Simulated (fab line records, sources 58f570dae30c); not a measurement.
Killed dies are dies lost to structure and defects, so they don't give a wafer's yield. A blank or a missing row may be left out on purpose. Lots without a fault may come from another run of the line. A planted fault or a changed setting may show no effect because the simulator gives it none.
A sampling plan put to the test | flow berkeley_cmos170 | one fab line, 6 faults that these records tell of, each judged on the records of the lots that it struck
The plan is the line's own looks: the steps of the route at which a gauge or an inspection reads the wafer and doesn't change it. A look can be judged if struck wafers have a number there and the file gives its usual mean and standard deviation on fault-free wafers. Caught: at a look after the fault's first step, the mean of the struck wafers lies 4 or more of those standard deviations (sigma) from the usual mean. On the tool: the same test on the tool's own readings at the fault's steps. Another recipe on the struck wafers, or a record that is blank for them alone, also counts as caught.

THE FAULTS, as the simulator had put them in
1. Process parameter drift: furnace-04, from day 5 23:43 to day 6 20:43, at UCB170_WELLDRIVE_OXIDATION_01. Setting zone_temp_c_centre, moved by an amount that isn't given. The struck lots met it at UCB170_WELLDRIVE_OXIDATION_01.
2. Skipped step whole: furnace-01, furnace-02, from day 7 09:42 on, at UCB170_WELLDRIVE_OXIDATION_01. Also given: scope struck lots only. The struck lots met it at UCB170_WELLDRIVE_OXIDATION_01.
3. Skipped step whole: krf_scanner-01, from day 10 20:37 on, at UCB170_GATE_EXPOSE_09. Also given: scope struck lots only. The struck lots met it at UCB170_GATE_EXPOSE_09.
4. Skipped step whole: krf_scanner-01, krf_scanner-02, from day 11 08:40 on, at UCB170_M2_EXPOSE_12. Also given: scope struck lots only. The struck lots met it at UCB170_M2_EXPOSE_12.
5. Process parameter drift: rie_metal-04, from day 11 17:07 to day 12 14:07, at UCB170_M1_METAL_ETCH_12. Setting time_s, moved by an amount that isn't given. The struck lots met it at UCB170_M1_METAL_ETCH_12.
6. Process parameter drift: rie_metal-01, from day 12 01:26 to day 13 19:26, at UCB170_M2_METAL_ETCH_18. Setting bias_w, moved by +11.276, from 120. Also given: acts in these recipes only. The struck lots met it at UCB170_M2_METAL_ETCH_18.

WHAT THE PLAN SAW
fault | on the tool itself                               | first look that catches it                   | reading, sigma | median hours from its first step to that look | hours from the fault's start to the first struck lot there | judged looks passed uncaught
1     | spike_tc_centre_C +27 sigma                      | no look after it can be judged               | -              | -                                             | -                                                          | 0
2     | the tool's record is blank for the struck wafers | no look after it can be judged               | -              | -                                             | -                                                          | 0
3     | no reading that can be judged                    | no look after it can be judged               | -              | -                                             | -                                                          | 0
4     | no reading that can be judged                    | no look after it can be judged               | -              | -                                             | -                                                          | 0
5     | run_length_s -4.0 sigma                          | no look after it can be judged               | -              | -                                             | -                                                          | 0
6     | bias_w +32 sigma                                 | not the one look that can be judged after it | -              | -                                             | -                                                          | 1
A dash: the fault isn't caught, or these records don't give the number.

Caught at a look: 0 of 6. Caught on the tool: 4 of 6. By one or the other: 4 of 6.
Caught on the tool alone: faults 1, 2, 5, 6.
Caught by neither: faults 3, 4.
